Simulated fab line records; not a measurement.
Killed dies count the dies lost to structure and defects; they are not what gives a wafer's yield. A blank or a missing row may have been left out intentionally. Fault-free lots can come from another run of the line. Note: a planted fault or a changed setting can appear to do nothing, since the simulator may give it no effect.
Which tool did it?    flow berkeley cmos170    13 lots, 39 wafers sampled, at 2 steps of a route of 331

WHAT EACH GAUGE READ, for each wafer
UCB170_FIELD_THK_MEAS_91.
lot   measured      on             FIELD_OXIDE_LEFT_2_THK (nm)
L931  day 6 21:11   film metro-03  349 349 344
L934  day 7 12:59   film metro-02  348 344 353
L936  day 7 23:54   film metro-03  365 344 359
L937  day 8 15:24   film metro-02  369 368 370
L940  day 8 21:46   film metro-02  339 344 341
L939  day 8 22:05   film metro-01  337 337 347
L941  day 9 08:42   film metro-01  372 363 371
L942  day 9 08:56   film metro-03  363 360 370
L943  day 9 15:59   film metro-03  359 362 351
L944  day 9 18:14   film metro-02  351 361 360
L945  day 10 00:59  film metro-02  363 353 360
L951  day 11 04:40  film metro-03  352 367 355
L952  day 11 04:56  film metro-01  369 366 358

UCB170_CONTACT_CD_MEAS_15: target cd 700 nm.
lot   measured      on         cd nm (nm)
L931  day 8 16:48   cd sem-02  697.5 699.3 698.7
L934  day 8 23:12   cd sem-02  699.2 699.5 700.2
L936  day 9 18:19   cd sem-02  701.4 701.1 699.8
L937  day 10 06:44  cd sem-01  697.0 695.9 697.4
L940  day 10 16:31  cd sem-02  699.3 698.6 699.5
L939  day 10 16:46  cd sem-01  701.7 699.8 699.7
L941  day 10 22:50  cd sem-02  700.2 700.7 699.5
L942  day 10 22:41  cd sem-02  701.2 700.6 700.3
L943  day 11 06:59  cd sem-02  700.6 700.8 700.0
L944  day 11 06:39  cd sem-02  700.3 701.0 700.8
L945  day 11 15:25  cd sem-02  698.3 699.5 698.9
L951  day 12 19:56  cd sem-02  699.2 698.3 698.1
L952  day 12 15:55  cd sem-02  701.2 701.1 700.8

TOOL THAT RAN EACH LOT (tool first, then ch and the chambers of the sampled wafers, then the start)
Before these readings, the record contains no process step.

AS READ BY THE TOOLS THEMSELVES (means over the sampled wafers that have a number; for cases with no such wafer, the mark the record gives instead)
The record holds no such reading with a usual standard deviation.

THE ANSWER, worked out from the rows above alone
Rule: the usual values come from the lots themselves. Put in order of their means at a reading, lots are off if they are a third of the lots or fewer, leave a main group of 4 or more, and stand apart from it by a gap of 3 or more times the standard deviation of the main group's means; of several such gaps the widest counts. If all means in a main group match to the digits the tables above print for the reading, that group is not used. A lot without any number at a reading at which 4 lots or more have one is off too. Where the step has rows for the other lots, those lots are counted as sound. First the gauges in route order, then the tools' own readings, where a lot's mean is used as printed above. The first step at which some lot is off is used, and at that step the reading that is off furthest; a lot without a number counts as furthest.
None of the lots is off at any reading shown; this tells nothing.

WHAT WAS PUT IN BY THE SIMULATOR
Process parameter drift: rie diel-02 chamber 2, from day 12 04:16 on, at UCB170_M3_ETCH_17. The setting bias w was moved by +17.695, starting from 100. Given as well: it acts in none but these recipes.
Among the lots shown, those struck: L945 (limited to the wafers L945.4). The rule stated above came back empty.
